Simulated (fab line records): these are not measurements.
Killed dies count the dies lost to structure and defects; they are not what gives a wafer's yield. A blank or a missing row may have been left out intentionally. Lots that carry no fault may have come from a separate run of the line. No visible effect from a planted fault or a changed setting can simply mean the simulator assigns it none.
What tool caused it? ; flow berkeley-cmos170 ; 7 lots with 21 wafers sampled at 3 steps, on a route of 331 steps

== WHAT THE GAUGES SHOWED, per wafer ==
UCB170_GATE_THK_MEAS_05.
lot;measured;on;GATE_POLY_THK (nm)
L859;day 6 13:15;film-metro-04;217.4 216.9 217.5
L861;day 7 13:02;film-metro-04;214.3 214.1 212.4
L864;day 8 15:49;film-metro-02;214.6 213.4 215.4
L868;day 8 20:23;film-metro-02;216.4 215.9 215.7
L876;day 10 03:39;film-metro-04;217.2 217.9 216.7
L881;day 11 06:17;film-metro-04;216.0 215.5 216.8

== WHAT TOOL EACH LOT RAN ON (gives the tool, then ch and the chambers of the sampled wafers, and finally the start) ==
lot;UCB170_SCREENOX_OXIDATION_01;UCB170_NVT_SOFTBAKE_02
L859;furnace-04 ch 0, day 5 16:46;litho-track-01 ch 0, day 6 00:01
L861;furnace-04 ch 0, day 6 09:49;litho-track-04 ch 0, day 6 17:29
L864;furnace-01 ch 0, day 7 12:27;litho-track-03 ch 0, day 7 20:13
L868;furnace-04 ch 0, day 7 19:50;litho-track-03 ch 0, day 8 03:22
L871;furnace-04, day 8 17:53;-
L876;furnace-04 ch 0, day 9 04:09;litho-track-01 ch 0, day 9 12:03
L881;furnace-04 ch 0, day 10 07:09;litho-track-04 ch 0, day 10 13:07
- UCB170_SCREENOX_OXIDATION_01: target thk 14.4 nm, ox time 2400 s.
- UCB170_NVT_SOFTBAKE_02: time 62.46 s.

== THE ANSWER, worked out from the rows above alone ==
Rule: usual is defined by the lots themselves. The widest of any qualifying gaps counts: lots, ordered by their means at a reading, are off when they make up no more than a third of the lots, leave a main group of 4 or more, and stand apart from it by 3 or more times the standard deviation of that group's means. A main group is skipped when, at the precision printed for the reading in the tables above, its means are all equal. Also off: a lot with no number at a reading for which 4 or more lots have one. Any other lot the step has rows for is counted as sound.
No lot is off on any of the readings shown, so nothing can be concluded from this.

== WHAT THE SIMULATOR HAD PUT IN ==
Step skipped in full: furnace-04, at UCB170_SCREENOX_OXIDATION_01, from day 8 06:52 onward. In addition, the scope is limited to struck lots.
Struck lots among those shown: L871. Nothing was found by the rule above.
